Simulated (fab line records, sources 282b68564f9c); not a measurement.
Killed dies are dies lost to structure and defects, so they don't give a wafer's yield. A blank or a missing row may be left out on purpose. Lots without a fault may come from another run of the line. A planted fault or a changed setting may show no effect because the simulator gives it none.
A struck lot beside a sound one | flow rit_cmos | 21 steps out of a route of 202
Sound: wafers L756.1, L756.3, L756.5. Struck: wafers L762.3, L762.5, L762.6. The cause comes at the end.
At each step with rows: each side's tool, then ch and its chambers, then its first start. Under that, the readings that differ: sound wafers | struck wafers | difference of the means | sigmas: that difference in standard deviations of wafers without a fault.
alike: readings whose means differ by less than 2 such deviations, and words and numbers that are the same on both sides. not compared: withheld readings, readings that some wafer has no value for, bounds like >300 that may hide the same value, and numbers for which the record gives no deviation and whose values overlap.
The two part at a step that has a row with sigmas, a row that says differs or no value, or rows on one side only. Numbers that don't overlap but have no deviation are shown without sigmas and don't part them. A reading that every wafer of one side lacks parts them only if that side has two wafers or more.

first, 6 steps without rows for these wafers: RIT_NLDD_HMDS_00 (prime time 60 s); RIT_NLDD_COAT_01 (resist thk 1000 nm); RIT_NLDD_SOFTBAKE_02 (time 60 s); RIT_NLDD_EXPOSE_03 (exposes mask M7, target cd 40700 nm); RIT_NLDD_PEB_04; RIT_NLDD_DEVELOP_05 (develop time 50 s).
RIT_NLDD_OVL_MEAS_06:
  sound on overlay-01, day 2 19:47; struck on overlay-01, day 4 01:34
  alike: NLDD_OVL
then, 2 steps without rows for these wafers: RIT_NLDD_HARDBAKE_07 (time 60 s); RIT_NLDD_IMPLANT_08.
RIT_NLDD_STRIP_09: strips in O2, time 180 s.
  sound on plasma_asher-03 ch 0,1, day 2 20:07; struck on plasma_asher-03 ch 0,1, day 4 01:56
  alike: drypump_motor_current_A
  not compared: rf_hours_counter_h
RIT_NLDD_TW_MEAS_10:
  sound on film_metro-03, day 2 20:17; struck on film_metro-02, day 4 02:05
  reading | sound          | struck         | difference | sigmas
  NLDD_TW | 2518 2502 2515 | 2437 2411 2419 | -89        | -3
then, 1 step without rows for these wafers: RIT_PLDD_HMDS_00 (prime time 60 s).
RIT_PLDD_COAT_01: resist thk 1000 nm.
  sound on litho_track-02 ch 0, day 2 20:33; struck on litho_track-02 ch 0, day 4 02:19
  reading                                   | sound                | struck               | difference | sigmas
  spin_speed_rpm (rpm)                      | 3254.7 3250.8 3249.6 | 3447.3 3450.8 3445.6 | +196.2     | +93
  model.NOVOLAK_of_PLDD_COAT_01.thk_nm (nm) | 995 999.9 994.8      | 974.1 975 972.8      | -22.6      |
then, 4 steps without rows for these wafers: RIT_PLDD_SOFTBAKE_02 (time 60 s); RIT_PLDD_EXPOSE_03 (exposes mask M8, target cd 40900 nm); RIT_PLDD_PEB_04; RIT_PLDD_DEVELOP_05 (develop time 50 s).
RIT_PLDD_OVL_MEAS_06:
  sound on overlay-01, day 2 21:15; struck on overlay-01, day 4 02:59
  alike: PLDD_OVL
RIT_PLDD_HARDBAKE_07: time 60 s.
  sound on litho_track-04 ch 0, day 2 21:17; struck on litho_track-02 ch 0, day 4 03:03
  reading                                   | sound             | struck            | difference | sigmas
  model.NOVOLAK_of_PLDD_COAT_01.thk_nm (nm) | 879.3 883.7 879.3 | 861.1 861.9 859.9 | -19.8      |
then, 1 step without rows for these wafers: RIT_PLDD_IMPLANT_08.
RIT_M1_PROBE_99:
  sound on prober-01, day 3 12:44; struck on prober-01, day 4 17:02
  reading            | sound | struck | difference | sigmas
  killed_at_M0_to_M3 | 0 1 0 | 0 0 0  | +0         | -4
  alike: killed_at_contacts, killed_at_front_end, killed_dies, killed_open, killed_short

WHERE THEY PART
First at RIT_NLDD_TW_MEAS_10; last, within this record, at RIT_M1_PROBE_99.

WHY: what the simulator had put in
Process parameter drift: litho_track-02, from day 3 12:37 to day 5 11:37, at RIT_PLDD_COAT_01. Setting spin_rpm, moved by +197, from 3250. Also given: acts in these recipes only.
